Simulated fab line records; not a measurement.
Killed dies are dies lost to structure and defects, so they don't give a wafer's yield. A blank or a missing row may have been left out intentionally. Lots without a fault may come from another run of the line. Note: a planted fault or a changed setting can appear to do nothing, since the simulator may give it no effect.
A struck lot beside a sound one ; flow berkeleyCmos170 ; 13 steps out of a route of 331
Sound: these wafers, L810.2, L810.5, L810.6. Wafers L808.2, L808.5, L808.6 were the ones struck. Last of all comes the cause.
Per side, at each step with rows, come the tool, then ch with its chambers, and then its first start. Under that, the readings that differ: sound wafers ; struck wafers ; difference of the means ; sigmas: that difference in standard deviations of wafers without a fault.
alike: readings whose means differ by less than 2 such deviations, and words and numbers that are the same on both sides. not compared: withheld readings, readings that some wafer has no value for, bounds like >300 that may hide the same value, and numbers for which the record gives no deviation and whose values overlap.
A row with sigmas, a row that says differs or no value, or rows on one side alone: a step with any of these is where the two part. Non-overlapping numbers with no deviation appear without sigmas and do not part them. A reading missing from all wafers of one side parts the sides only when that side holds two or more wafers.

first, 1 step without rows for these wafers: UCB170_BACKSIDE_CLEAN_04 (cleans in SPM, time 600 s).
UCB170_SDANNEAL_RTA_00: time 10 s.
  sound on rtpAnneal-01 ch 0, day 8 12:48; struck on rtpAnneal-02 ch 0, day 8 06:17
reading;sound;struck;difference;sigmas
lampPowerPct (%);23.61 23.59 23.55;23.47 23.49 23.42;-0.12;-2
  alike: wafer_temp_C_max
UCB170_SDANNEAL_RTA_01: time 5 s.
  sound on rtpAnneal-01 ch 0, day 8 12:52; struck on rtpAnneal-02 ch 0, day 8 06:21
  alike: lampPowerPct, wafer_temp_C_max
UCB170_SDANNEAL_RS_MEAS_02: measurement is done with a four-point probe.
  struck on filmMetro-04, day 8 06:25; sound on filmMetro-04, day 8 12:56
  alike: PSD_RS
UCB170_SDANNEAL_RS_MEAS_03: measurement is done with a four-point probe.
  struck on filmMetro-04, day 8 06:32; sound on filmMetro-04, day 8 13:03
  alike: NSD_RS
UCB170_SDANNEAL_RS_MEAS_04: measurement is done with a four-point probe.
  struck on filmMetro-04, day 8 06:40; sound on filmMetro-04, day 8 13:10
  alike: PLDD_RS
UCB170_SDANNEAL_RS_MEAS_05: measurement is done with a four-point probe.
  struck on filmMetro-04, day 8 06:47; sound on filmMetro-04, day 8 13:17
  alike: NLDD_RS
then, 1 step without rows for these wafers: UCB170_SILICIDE_PRE_CLEAN_00 (preclean etch time 60 s).
UCB170_SILICIDE_SPUTTER_01: material Ti, target thk 30 nm, time 25 s.
  struck on pvdSputter-02, day 8 06:57; sound on pvdSputter-02, day 8 13:28
  alike: throttleValvePct
UCB170_SILICIDE_RS_MEAS_02: measurement is done with a four-point probe.
  struck on filmMetro-03, day 8 07:00; sound on filmMetro-04, day 8 13:31
  alike: SILICIDE_TI_RS
UCB170_SILICIDE_THK_MEAS_03: measures by xrf.
  struck on filmMetro-03, day 8 07:07; sound on filmMetro-04, day 8 13:37
  alike: SILICIDE_TI_THK
UCB170_SILICIDE_RTA_04: time 15 s.
  sound on rtpAnneal-01 ch 0, day 8 13:41; struck on rtpAnneal-02 ch 0, day 8 07:10
reading;sound;struck;difference;sigmas
lampPowerPct (%);10.126 10.117 10.121;10.070 10.051 10.058;-0.062;-2
  alike: wafer_temp_C_max
UCB170_SILICIDE_WET_ETCH_05: etches Ti in SPM, time 45 s.
  sound on wetBench-01 ch 0, day 8 14:09; struck on wetBench-01 ch 2, day 8 07:14
  no value came back on the struck wafers for bathGuardTempC (C), bathHeatDutyPct (%); on the sound wafers bathGuardTempC (C) reads 119.5 119.5 119.6

## WHERE THEY PART
Earliest at UCB170_SDANNEAL_RTA_00; latest, in this record, at UCB170_SILICIDE_WET_ETCH_05.

WHY: whatever the simulator had introduced
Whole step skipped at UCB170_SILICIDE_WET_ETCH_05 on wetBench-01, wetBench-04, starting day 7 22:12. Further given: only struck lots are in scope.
